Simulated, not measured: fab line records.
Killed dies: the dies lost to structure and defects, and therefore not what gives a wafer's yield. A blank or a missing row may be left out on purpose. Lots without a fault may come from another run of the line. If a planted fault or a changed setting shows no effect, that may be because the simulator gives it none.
What tool caused it?	flow ritCmos	Sampling: 14 lots, 42 wafers, 5 of 202 route steps

## WHAT THE GAUGES SHOWED, per wafer
RIT_PSD_TW_MEAS_10.
lot	measured	on	PSD_TW
L155	day 3 01:34	filmMetro-01	3418 3433 3426
L158	day 3 18:21	filmMetro-03	3417 3417 3417
L159	day 3 22:12	filmMetro-01	3419 3427 3426
L160	day 4 02:50	filmMetro-01	3417 3409 3396
L161	day 4 07:32	filmMetro-04	3479 3487 3484
L162	day 4 14:44	filmMetro-01	3437 3403 3400
L163	day 4 23:31	filmMetro-04	3478 3470 3468
L164	day 5 03:19	filmMetro-03	3421 3431 3422
L172	day 6 20:47	filmMetro-01	30 30 30 30 30 30
L173	day 7 00:10	filmMetro-01	30 30 30 30 30 30
L174	day 7 04:55	filmMetro-01	3438 3443 3451
L175	day 7 08:21	filmMetro-03	3423 3407 3404
L176	day 7 12:38	filmMetro-04	3471 3472 3482
L178	day 7 20:47	filmMetro-04	3461 3453 3475

RIT_CONTACT_CD_MEAS_90: target cd 1000 nm.
lot	measured	on	cdNm (nm)
L155	day 3 04:58	cdSem-01	996.2 997.9 999.0
L158	day 3 21:38	cdSem-01	999.4 1000.3 999.3
L159	day 4 01:38	cdSem-02	1005.4 1006.2 1003.6
L160	day 4 06:25	cdSem-02	998.8 998.4 998.0
L161	day 4 10:49	cdSem-01	1002.4 999.9 1001.1
L162	day 4 18:05	cdSem-01	997.4 997.3 998.3
L163	day 5 02:46	cdSem-01	1003.9 1000.7 1002.3
L164	day 5 06:44	cdSem-02	1000.6 999.0 999.5
L174	day 7 08:29	cdSem-01	1001.2 1000.8 1002.9
L175	day 7 12:05	cdSem-01	999.0 997.3 1000.2
L176	day 7 16:08	cdSem-01	1003.0 1002.3 1001.1
L178	day 8 00:14	cdSem-01	995.6 998.4 997.8

RIT_M1_CD_MEAS_09: target cd 2600 nm.
lot	measured	on	cdNm (nm)
L155	day 3 06:55	cdSem-01	2601.4 2600.6 2599.3
L158	day 3 23:35	cdSem-02	2596.4 2596.7 2598.6
L159	day 4 03:29	cdSem-02	2597.2 2599.7 2599.9
L160	day 4 08:22	cdSem-01	2598.2 2598.3 2600.9
L161	day 4 12:38	cdSem-01	2601.0 2603.6 2602.6
L162	day 4 19:55	cdSem-02	2600.1 2601.0 2599.4
L163	day 5 04:43	cdSem-02	2602.2 2600.9 2598.9
L164	day 5 08:40	cdSem-01	2601.1 2600.6 2601.1
L174	day 7 10:28	cdSem-02	2597.8 2597.3 2596.2
L175	day 7 14:01	cdSem-02	2593.6 2597.8 2593.3
L176	day 7 17:57	cdSem-02	2599.3 2595.3 2597.4
L178	day 8 02:18	cdSem-02	2597.8 2597.1 2599.8

## WHICH TOOL RAN EACH LOT (tool, then ch and the chambers of the sampled wafers, then the start)
lot	RIT_NLDD_STRIP_09	RIT_NSD_STRIP_09
L155	plasmaAsher-01 ch 0, day 2 18:20	plasmaAsher-04 ch 0,1, day 2 23:58
L158	plasmaAsher-01 ch 0,1, day 3 11:05	plasmaAsher-02 ch 1, day 3 16:41
L159	plasmaAsher-01 ch 0,1, day 3 14:41	plasmaAsher-04 ch 0,1, day 3 20:29
L160	plasmaAsher-03 ch 0,1, day 3 19:38	plasmaAsher-02 ch 0,1, day 4 01:07
L161	plasmaAsher-03 ch 0,1, day 3 23:22	plasmaAsher-02 ch 0,1, day 4 05:50
L162	plasmaAsher-04 ch 0,1, day 4 06:36	plasmaAsher-02 ch 0,1, day 4 13:01
L163	plasmaAsher-01 ch 0,1, day 4 15:22	plasmaAsher-02 ch 0,1, day 4 21:57
L164	plasmaAsher-03 ch 0,1, day 4 19:11	plasmaAsher-03 ch 0, day 5 01:43
L172	plasmaAsher-04 ch 1, day 6 13:43	plasmaAsher-03 ch 0, day 6 19:03
L173	plasmaAsher-03 ch 0,1, day 6 16:07	plasmaAsher-02 ch 0,1, day 6 22:34
L174	plasmaAsher-04 ch 0,1, day 6 19:20	plasmaAsher-03 ch 0,1, day 7 03:20
L175	plasmaAsher-01 ch 0,1, day 7 00:07	plasmaAsher-03 ch 0,1, day 7 06:38
L176	plasmaAsher-01 ch 0,1, day 7 04:35	plasmaAsher-03 ch 0,1, day 7 11:05
L178	plasmaAsher-04 ch 0,1, day 7 12:35	plasmaAsher-03 ch 0,1, day 7 19:03
- RIT_NLDD_STRIP_09: strips in O2, time 180 s.
- RIT_NSD_STRIP_09: strips in O2, time 180 s.

## AS READ BY THE TOOLS THEMSELVES (means over the sampled wafers that have a number; for cases with no such wafer, the mark the record gives instead)
RIT_NLDD_STRIP_09.
lot	tool	chamberPressureMTorr (mTorr)	drypumpMotorCurrentA (A)	rfReflPowerW (W)
L155	plasmaAsher-01	3999	5.5	8.2
L158	plasmaAsher-01	3998	5.7	8.3
L159	plasmaAsher-01	3999	5.8	8.2
L160	plasmaAsher-03	3998	5.4	7.2
L161	plasmaAsher-03	3999	5.8	7.3
L162	plasmaAsher-04	4001	6.1	6.5
L163	plasmaAsher-01	4001	5.8	8.0
L164	plasmaAsher-03	4005	5.8	7.4
L172	plasmaAsher-04	3999	6.3	5.0
L173	plasmaAsher-03	4001	5.8	7.3
L174	plasmaAsher-04	4000	6.0	8.3
L175	plasmaAsher-01	4001	5.7	8.0
L176	plasmaAsher-01	3996	5.8	8.0
L178	plasmaAsher-04	4001	6.0	8.2

RIT_NSD_STRIP_09.
lot	tool	chamberPressureMTorr (mTorr)	drypumpMotorCurrentA (A)	rfReflPowerW (W)
L155	plasmaAsher-04	4004	6.0	8.3
L158	plasmaAsher-02	4000	5.1	5.4
L159	plasmaAsher-04	4003	6.1	6.6
L160	plasmaAsher-02	4001	5.8	6.6
L161	plasmaAsher-02	3996	5.4	6.1
L162	plasmaAsher-02	4000	5.8	6.7
L163	plasmaAsher-02	3998	5.8	6.7
L164	plasmaAsher-03	4001	5.1	7.1
L172	plasmaAsher-03	-	-	-
L173	plasmaAsher-02	-	-	-
L174	plasmaAsher-03	3998	5.4	7.2
L175	plasmaAsher-03	4001	5.8	7.3
L176	plasmaAsher-03	3997	5.8	7.4
L178	plasmaAsher-03	4002	5.8	7.4

## THE ANSWER, worked out from the rows above alone
Rule: the lots themselves supply what counts as usual. The widest of any qualifying gaps counts: lots, ordered by their means at a reading, are off when they make up no more than a third of the lots, leave a main group of 4 or more, and stand apart from it by 3 or more times the standard deviation of that group's means. If all means in a main group match to the digits the tables above print for the reading, that group is not used. A lot without any number at a reading at which 4 lots or more have one is off too. Any other lot the step has rows for is counted as sound. The gauges are gone through in route order, then the tools' own readings, and for those a lot's mean is taken as printed above. At the first step where some lot is off, the reading lying furthest off is the one used; lots without a number count as furthest.
Off: at RIT_PSD_TW_MEAS_10 (PSD_TW), L172, L173. Main group: mean 3438, sd 27.
A tool fits if, at a process step before that reading, it ran every lot that is off, and no sound lot after the first of them. The gauges at RIT_PSD_TW_MEAS_10 aren't tried: what is off there is off at RIT_NSD_STRIP_09 too, on other tools, and a gauge's error can't cause that. Not one of the candidates tried fits.

## WHAT WAS PUT IN BY THE SIMULATOR
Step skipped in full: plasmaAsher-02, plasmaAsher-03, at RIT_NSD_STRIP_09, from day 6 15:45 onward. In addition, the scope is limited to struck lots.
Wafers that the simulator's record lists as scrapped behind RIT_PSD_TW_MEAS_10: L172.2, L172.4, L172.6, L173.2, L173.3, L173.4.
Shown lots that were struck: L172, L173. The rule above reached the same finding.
